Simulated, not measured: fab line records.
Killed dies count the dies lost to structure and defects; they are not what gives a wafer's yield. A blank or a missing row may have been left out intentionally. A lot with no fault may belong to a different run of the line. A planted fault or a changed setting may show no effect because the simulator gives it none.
Which tool is to blame? :: flow berkeley_cmos170 :: Sampling: 13 lots, 39 wafers, 5 of 331 route steps

WHAT THE GAUGES SHOWED, per wafer
UCB170_GATE_CD_MEAS_12: the cd target is 350 nm. Usual: cd_nm 350.5 nm, standard deviation 1.7.
lot: L287
measured: day 7 17:01
on: cd_sem-01
cd_nm (nm): 351.6 351.5 351.0
flag: 

lot: L286
measured: day 7 17:58
on: cd_sem-02
cd_nm (nm): 349.6 347.5 347.7
flag: 

lot: L285
measured: day 7 18:04
on: cd_sem-02
cd_nm (nm): 348.9 348.3 348.5
flag: 

lot: L290
measured: day 8 11:14
on: cd_sem-02
cd_nm (nm): 351.2 351.0 350.5
flag: 

lot: L288
measured: day 8 11:24
on: cd_sem-01
cd_nm (nm): 350.8 350.7 352.1
flag: 

lot: L291
measured: day 8 11:47
on: cd_sem-01
cd_nm (nm): 352.5 351.8 350.5
flag: 

lot: L292
measured: day 9 00:48
on: cd_sem-01
cd_nm (nm): 352.6 351.3 352.5
flag: 

lot: L293
measured: day 9 01:04
on: cd_sem-01
cd_nm (nm): 351.8 349.7 350.1
flag: 

lot: L295
measured: day 9 23:09
on: cd_sem-02
cd_nm (nm): 280.9 280.2 281.7
flag: OFF

lot: L299
measured: day 10 18:06
on: cd_sem-02
cd_nm (nm): 352.2 353.0 353.4
flag: 

lot: L301
measured: day 11 09:01
on: cd_sem-02
cd_nm (nm): 351.1 350.6 351.2
flag: 

lot: L305
measured: day 11 16:35
on: cd_sem-01
cd_nm (nm): 351.2 351.5 351.4
flag: 

lot: L306
measured: day 11 16:52
on: cd_sem-02
cd_nm (nm): 347.3 347.4 348.6
flag: 

UCB170_NSD_OVL_MEAS_07. Usual: for NSD_OVL the level is -1 nm and the standard deviation is 4.5.
lot: L287
measured: day 8 10:32
on: overlay-02
NSD_OVL (nm): -7 -10 -1
flag: 

lot: L286
measured: day 8 11:16
on: overlay-02
NSD_OVL (nm): -4 3 1
flag: 

lot: L285
measured: day 8 11:04
on: overlay-01
NSD_OVL (nm): 0 8 -3
flag: 

lot: L290
measured: day 9 02:08
on: overlay-01
NSD_OVL (nm): 3 6 -2
flag: 

lot: L288
measured: day 9 01:56
on: overlay-02
NSD_OVL (nm): 4 -1 -9
flag: 

lot: L291
measured: day 9 04:50
on: overlay-02
NSD_OVL (nm): -1 -1 1
flag: 

lot: L292
measured: day 9 21:19
on: overlay-02
NSD_OVL (nm): -1 6 -1
flag: 

lot: L293
measured: day 9 20:50
on: overlay-01
NSD_OVL (nm): -6 0 -1
flag: 

lot: L299
measured: day 11 12:05
on: overlay-01
NSD_OVL (nm): 1 -1 -6
flag: 

lot: L301
measured: day 12 01:02
on: overlay-02
NSD_OVL (nm): -1 -1 0
flag: 

lot: L305
measured: day 12 05:29
on: overlay-02
NSD_OVL (nm): 4 4 4
flag: 

lot: L306
measured: day 12 06:38
on: overlay-01
NSD_OVL (nm): -12 -8 4
flag: 

UCB170_M1_OVL_MEAS_10. Usual: for M1_OVL the level is 2 nm and the standard deviation is 5.7.
lot: L287
measured: day 8 18:25
on: overlay-02
M1_OVL (nm): 3 4 10
flag: 

lot: L286
measured: day 8 20:47
on: overlay-01
M1_OVL (nm): -4 -3 -2
flag: 

lot: L285
measured: day 8 20:23
on: overlay-01
M1_OVL (nm): -4 -4 -6
flag: 

lot: L290
measured: day 9 13:14
on: overlay-01
M1_OVL (nm): 4 -3 -4
flag: 

lot: L288
measured: day 9 12:11
on: overlay-02
M1_OVL (nm): 7 3 7
flag: 

lot: L291
measured: day 9 17:10
on: overlay-02
M1_OVL (nm): 0 -3 6
flag: 

lot: L292
measured: day 10 07:19
on: overlay-01
M1_OVL (nm): -13 0 1
flag: 

lot: L293
measured: day 10 05:29
on: overlay-02
M1_OVL (nm): 0 3 -4
flag: 

lot: L299
measured: day 11 23:37
on: overlay-01
M1_OVL (nm): -7 -6 -3
flag: 

lot: L301
measured: day 12 12:58
on: overlay-02
M1_OVL (nm): 4 -2 10
flag: 

lot: L305
measured: day 12 14:01
on: overlay-02
M1_OVL (nm): 6 5 7
flag: 

lot: L306
measured: day 12 16:40
on: overlay-01
M1_OVL (nm): 8 3 -2
flag: 

TOOL THAT RAN EACH LOT (tool first, then ch and the chambers of the sampled wafers, then the start)
lot: L287
UCB170_GATE_EXPOSE_09: krf_scanner-02 ch 0, day 7 15:52
UCB170_GATE_STRIP_16: plasma_asher-02 ch 0,1, day 7 17:16

lot: L286
UCB170_GATE_EXPOSE_09: krf_scanner-02 ch 0, day 7 16:35
UCB170_GATE_STRIP_16: plasma_asher-04 ch 0,1, day 7 18:11

lot: L285
UCB170_GATE_EXPOSE_09: krf_scanner-02 ch 0, day 7 16:41
UCB170_GATE_STRIP_16: plasma_asher-01 ch 0,1, day 7 18:19

lot: L290
UCB170_GATE_EXPOSE_09: krf_scanner-02 ch 0, day 8 10:41
UCB170_GATE_STRIP_16: plasma_asher-04 ch 0,1, day 8 11:28

lot: L288
UCB170_GATE_EXPOSE_09: krf_scanner-01 ch 0, day 8 10:55
UCB170_GATE_STRIP_16: plasma_asher-02 ch 0,1, day 8 11:39

lot: L291
UCB170_GATE_EXPOSE_09: krf_scanner-01 ch 0, day 8 11:24
UCB170_GATE_STRIP_16: plasma_asher-04 ch 0,1, day 8 12:02

lot: L292
UCB170_GATE_EXPOSE_09: krf_scanner-01 ch 0, day 9 00:05
UCB170_GATE_STRIP_16: plasma_asher-04 ch 0,1, day 9 01:01

lot: L293
UCB170_GATE_EXPOSE_09: krf_scanner-02 ch 0, day 9 00:16
UCB170_GATE_STRIP_16: plasma_asher-04 ch 0,1, day 9 01:19

lot: L295
UCB170_GATE_EXPOSE_09: krf_scanner-01 ch 0, day 9 22:46
UCB170_GATE_STRIP_16: plasma_asher-04 ch 0,1, day 9 23:24

lot: L299
UCB170_GATE_EXPOSE_09: krf_scanner-02 ch 0, day 10 17:42
UCB170_GATE_STRIP_16: plasma_asher-04 ch 0,1, day 10 18:20

lot: L301
UCB170_GATE_EXPOSE_09: krf_scanner-02 ch 0, day 11 08:28
UCB170_GATE_STRIP_16: plasma_asher-04 ch 0,1, day 11 09:15

lot: L305
UCB170_GATE_EXPOSE_09: krf_scanner-01 ch 0, day 11 15:52
UCB170_GATE_STRIP_16: plasma_asher-01 ch 1, day 11 16:49

lot: L306
UCB170_GATE_EXPOSE_09: krf_scanner-02 ch 0, day 11 16:11
UCB170_GATE_STRIP_16: plasma_asher-02 ch 0,1, day 11 17:07
- UCB170_GATE_EXPOSE_09: exposes mask POLY, target cd 350 nm.
- UCB170_GATE_STRIP_16: strips in O2.

AS READ BY THE TOOLS THEMSELVES (means over the sampled wafers that have a number; for cases with no such wafer, the mark the record gives instead)
UCB170_GATE_STRIP_16. Usual: drypump_motor_current_A 5.9 A, standard deviation 0.47; oes_product_au 0.724 a.u., standard deviation 0.0042.
lot: L287
tool: plasma_asher-02
drypump_motor_current_A (A): 5.9
oes_product_au (a.u.): 0.727
flag: 

lot: L286
tool: plasma_asher-04
drypump_motor_current_A (A): 5.7
oes_product_au (a.u.): 0.723
flag: 

lot: L285
tool: plasma_asher-01
drypump_motor_current_A (A): 6.4
oes_product_au (a.u.): 0.721
flag: 

lot: L290
tool: plasma_asher-04
drypump_motor_current_A (A): 5.4
oes_product_au (a.u.): 0.721
flag: 

lot: L288
tool: plasma_asher-02
drypump_motor_current_A (A): 5.7
oes_product_au (a.u.): 0.725
flag: 

lot: L291
tool: plasma_asher-04
drypump_motor_current_A (A): 5.5
oes_product_au (a.u.): 0.724
flag: 

lot: L292
tool: plasma_asher-04
drypump_motor_current_A (A): 5.5
oes_product_au (a.u.): 0.723
flag: 

lot: L293
tool: plasma_asher-04
drypump_motor_current_A (A): 5.4
oes_product_au (a.u.): 0.723
flag: 

lot: L295
tool: plasma_asher-04
drypump_motor_current_A (A): 5.7
oes_product_au (a.u.): 0.726
flag: 

lot: L299
tool: plasma_asher-04
drypump_motor_current_A (A): 5.4
oes_product_au (a.u.): 0.728
flag: 

lot: L301
tool: plasma_asher-04
drypump_motor_current_A (A): 5.5
oes_product_au (a.u.): 0.725
flag: 

lot: L305
tool: plasma_asher-01
drypump_motor_current_A (A): 6.4
oes_product_au (a.u.): 0.724
flag: 

lot: L306
tool: plasma_asher-02
drypump_motor_current_A (A): 5.9
oes_product_au (a.u.): 0.723
flag: 

THE ANSWER, worked out from the rows above alone
Rule: a lot is off if the mean of its wafers that have a number lies more than 3 standard deviations from the usual mean. A lot without any number at a reading at which 4 lots or more have one is off too. The other lots that the step has rows for count as sound. The gauges are gone through in route order, then the tools' own readings, and for those a lot's mean is taken as printed above. At the first step where some lot is off, the reading lying furthest off is the one used; lots without a number count as furthest.
Off: L295, at UCB170_GATE_CD_MEAS_12 (cd_nm).
If a tool, at a process step before that reading, ran all the lots that are off and no sound lot after the first of them, it fits. Gauges at UCB170_GATE_CD_MEAS_12: tried the same way as those tools. No candidate that was tried fits.

WHAT HAD BEEN PUT IN BY THE SIMULATOR
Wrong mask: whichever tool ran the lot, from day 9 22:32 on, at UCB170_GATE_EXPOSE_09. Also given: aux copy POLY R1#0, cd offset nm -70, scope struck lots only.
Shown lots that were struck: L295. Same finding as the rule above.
